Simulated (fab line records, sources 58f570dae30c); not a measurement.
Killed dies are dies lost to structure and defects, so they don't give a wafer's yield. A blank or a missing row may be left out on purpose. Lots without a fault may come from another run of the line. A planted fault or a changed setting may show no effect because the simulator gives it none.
Which tool did it? | flow berkeley_cmos170 | 10 lots, 30 wafers sampled, at 3 steps of a route of 331

WHAT THE GAUGES READ, wafer by wafer
UCB170_SCREENOX_THK_MEAS_02.
lot  | measured     | on            | SCREENOX_OXIDE_THK (nm)
L877 | day 5 06:40  | film_metro-04 | 14.45 14.62 14.37
L878 | day 5 06:39  | film_metro-03 | 14.89 15.09 15.07
L880 | day 5 06:43  | film_metro-03 | 14.50 14.43 14.21
L879 | day 5 06:39  | film_metro-02 | 14.05 14.12 13.97
L883 | day 5 22:58  | film_metro-04 | 14.67 14.57 14.71
L890 | day 7 04:35  | film_metro-02 | 15.02 14.86 14.85
L891 | day 8 05:45  | film_metro-03 | 13.86 14.11 13.96
L896 | day 9 12:29  | film_metro-03 | 14.50 14.49 14.63
L899 | day 9 18:28  | film_metro-04 | 14.51 14.85 14.50
L900 | day 10 04:53 | film_metro-02 | 14.44 14.63 14.26

WHICH TOOL RAN EACH LOT (tool, then ch and the chambers of the sampled wafers, then the start)
lot  | UCB170_ACTIVE_ETCH_15             | UCB170_PFIELD_STRIP_08
L877 | rie_diel-01 ch 0,2,3, day 4 09:37 | plasma_asher-04 ch 0,1, day 4 11:39
L878 | rie_diel-02 ch 2,3, day 4 10:10   | plasma_asher-01 ch 0,1, day 4 11:53
L880 | rie_diel-03 ch 0,2, day 4 11:54   | plasma_asher-01 ch 0,1, day 4 13:37
L879 | rie_diel-02 ch 0,3, day 4 12:10   | plasma_asher-01 ch 0,1, day 4 14:05
L883 | rie_diel-01 ch 1,3, day 5 06:04   | plasma_asher-01 ch 0,1, day 5 07:54
L890 | rie_diel-02 ch 0,3, day 6 08:27   | plasma_asher-03 ch 0,1, day 6 10:07
L891 | rie_diel-01 ch 0,1,2, day 6 22:29 | plasma_asher-03 ch 0,1, day 7 01:53
L896 | rie_diel-02 ch 1,2,3, day 8 09:52 | plasma_asher-04 ch 0,1, day 8 12:59
L899 | rie_diel-03 ch 0,1,2, day 8 15:51 | plasma_asher-04 ch 0,1, day 8 17:37
L900 | rie_diel-03 ch 1,2, day 9 02:50   | plasma_asher-01 ch 0,1, day 9 04:34
- UCB170_ACTIVE_ETCH_15: etches Si3N4 in CH3F/Ar/O2, stops on SiO2, target depth 242 nm, time 151 s.
- UCB170_PFIELD_STRIP_08: strips in O2.

WHAT THE TOOLS THEMSELVES READ (means of the sampled wafers that have a number; where no wafer has one, the mark that the record gives instead)
UCB170_ACTIVE_ETCH_15.
lot  | tool        | drypump_motor_current_A (A) | oes_product_au (a.u.) | throttle_valve_pct (%)
L877 | rie_diel-01 | 5.8                         | 0.941                 | 7.99
L878 | rie_diel-02 | 5.9                         | 0.961                 | 7.99
L880 | rie_diel-03 | 5.2                         | 0.945                 | 8.00
L879 | rie_diel-02 | 5.9                         | 0.941                 | 7.98
L883 | rie_diel-01 | 5.9                         | 0.930                 | 7.92
L890 | rie_diel-02 | 5.8                         | 0.943                 | 7.95
L891 | rie_diel-01 | 6.0                         | 0.945                 | 8.06
L896 | rie_diel-02 | 5.6                         | 0.949                 | 7.96
L899 | rie_diel-03 | 5.3                         | 0.937                 | 8.07
L900 | rie_diel-03 | 5.4                         | 0.942                 | 8.13

UCB170_PFIELD_STRIP_08.
lot  | tool            | drypump_motor_current_A (A) | oes_product_au (a.u.) | strip_time_to_endpoint_s (s)
L877 | plasma_asher-04 | 5.5                         | 0.736                 | 21.60
L878 | plasma_asher-01 | 5.2                         | 0.733                 | 21.71
L880 | plasma_asher-01 | 5.2                         | 0.738                 | 21.56
L879 | plasma_asher-01 | 5.1                         | 0.736                 | 21.68
L883 | plasma_asher-01 | 5.2                         | 0.730                 | 21.64
L890 | plasma_asher-03 | 5.8                         | 0.737                 | 21.69
L891 | plasma_asher-03 | 5.8                         | 0.736                 | 21.71
L896 | plasma_asher-04 | 5.5                         | 0.735                 | 21.60
L899 | plasma_asher-04 | 5.5                         | 0.735                 | 21.68
L900 | plasma_asher-01 | 5.1                         | 0.731                 | 21.63

THE ANSWER, worked out from the rows above alone
Rule: what is usual is taken from the lots themselves. Put in order of their means at a reading, lots are off if they are a third of the lots or fewer, leave a main group of 4 or more, and stand apart from it by a gap of 3 or more times the standard deviation of the main group's means; of several such gaps the widest counts. A main group whose means are all the same, to the digits that the tables above print for the reading, isn't used. A lot without any number at a reading at which 4 lots or more have one is off too. The other lots that the step has rows for count as sound. The gauges are gone through in route order, then the tools' own readings, and for those a lot's mean is taken as printed above. The first step at which some lot is off is used, and at that step the reading that is off furthest; a lot without a number counts as furthest.
No lot is off at any reading shown: from this, nothing can be told.

WHAT THE SIMULATOR HAD PUT IN
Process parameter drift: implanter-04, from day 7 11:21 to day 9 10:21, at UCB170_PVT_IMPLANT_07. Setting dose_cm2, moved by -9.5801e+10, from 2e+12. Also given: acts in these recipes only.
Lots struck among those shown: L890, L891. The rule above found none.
